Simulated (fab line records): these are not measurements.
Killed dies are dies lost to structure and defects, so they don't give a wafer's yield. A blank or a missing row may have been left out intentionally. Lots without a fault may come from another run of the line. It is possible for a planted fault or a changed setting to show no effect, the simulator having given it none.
The same fault as seen by 2 desks || flow rit_cmos || what lay behind the numbers comes last; until then each desk has only its own

== FROM THE METROLOGY DESK ==
What the gauges read, lot by lot, whatever tool the lot ran on: means of the sampled wafers that have a number. The brackets show how far a lot's mean lies from the usual mean; more than 4 standard deviations puts the lot out of limits, marked OUT.
Columns: A = FOX1_OXIDE_THK at RIT_FOX1_THK_MEAS_01, usual 352 nm; B = cd_nm at RIT_CONTACT_CD_MEAS_08, usual 999.9 nm; C = CONTACT_OVL at RIT_CONTACT_OVL_MEAS_09, usual 0.6 nm; D = M1_OVL at RIT_M1_OVL_MEAS_10, usual 0.1 nm
{"lot": "L861", "first seen here": "day 1 18:23", "A": 362, "B": 999.5, "C": 1.4, "D": 0.1}
{"lot": "L862", "first seen here": "day 1 21:49", "A": 342, "B": 1001.8, "C": 1.3, "D": 2.7}
{"lot": "L863", "first seen here": "day 2 03:13", "A": 365, "B": 996.6, "C": 1.3, "D": 1.2}
{"lot": "L864", "first seen here": "day 2 09:03", "A": 346, "B": 999.3, "C": 2.3, "D": -1.6}
{"lot": "L865", "first seen here": "day 2 13:33", "A": 353, "B": 999.1, "C": 1.9, "D": -0.1}
{"lot": "L866", "first seen here": "day 2 18:47", "A": 350, "B": 1002.2, "C": 0.1, "D": 1.6}
{"lot": "L867", "first seen here": "day 3 00:08", "A": 345, "B": 1003.8, "C": -0.6, "D": -0.7}
{"lot": "L870", "first seen here": "day 3 14:44", "A": 353, "B": 999.0, "C": -0.5, "D": -0.0}
{"lot": "L871", "first seen here": "day 3 18:55", "A": 353, "B": 1001.9, "C": 0.8, "D": -1.2}
{"lot": "L872", "first seen here": "day 3 23:53", "A": 354, "B": 997.6, "C": 1.2, "D": 0.4}
{"lot": "L873", "first seen here": "day 4 04:49", "A": 354, "B": 997.8, "C": 1.4, "D": -1.1}
{"lot": "L875", "first seen here": "day 4 16:43", "A": 352, "B": 999.9, "C": 0.6, "D": 1.9}
{"lot": "L876", "first seen here": "day 4 21:54", "A": 360, "B": "990.4 (-4.3) OUT", "C": -2.0, "D": 2.3}
{"lot": "L883", "first seen here": "day 6 06:59", "A": 359, "B": "990.3 (-4.4) OUT", "C": 2.7, "D": -1.2}
Finding of this desk: L876, L883 out of limits; the first was L876 at day 6 11:07, on cd_nm at RIT_CONTACT_CD_MEAS_08. Within limits: L861, L862, L863, L864, L865, L866, L867, L870, L871, L872, L873, L875.

== THE TOOL OWNER'S DESK: litho_track-02 ==
The tool's own readings at RIT_CONTACT_DEVELOP_07 (develop time 120 s): means of the sampled wafers that have a number, for each lot that ran on this tool. The brackets show how far a lot's mean lies from the usual mean; more than 4 standard deviations puts the lot out of limits, marked OUT.
Columns: A = resist_line_temp_C at RIT_CONTACT_DEVELOP_07, usual 23.02 C
{"lot": "L861", "first seen here": "day 3 04:00", "A": 23.11}
{"lot": "L862", "first seen here": "day 3 09:00", "A": 23.15}
{"lot": "L864", "first seen here": "day 3 18:00", "A": 22.89}
{"lot": "L866", "first seen here": "day 4 07:00", "A": 22.95}
{"lot": "L871", "first seen here": "day 5 08:00", "A": 23.05}
{"lot": "L873", "first seen here": "day 5 16:00", "A": 22.96}
{"lot": "L876", "first seen here": "day 6 10:00", "A": 23.08}
{"lot": "L883", "first seen here": "day 7 17:00", "A": 23.11}
This desk's verdict: no lot among the 8 shows anything out of limits.

== BROUGHT TOGETHER ==
At day 6 11:07 the metrology desk could have sounded an alarm, on L876, L883.
The tool owner's desk saw nothing out of limits.
The tool owner's desk has L876, L883 on record, within its limits.
Of the lots named, all ran RIT_CONTACT_DEVELOP_07 on litho_track-02.

== WHAT HAD BEEN PUT IN BY THE SIMULATOR ==
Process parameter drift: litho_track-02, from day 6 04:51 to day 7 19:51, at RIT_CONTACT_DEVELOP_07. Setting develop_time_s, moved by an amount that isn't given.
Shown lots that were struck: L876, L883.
Delay in hours, fault start to first out-of-limits reading, per desk: metrology desk 6.
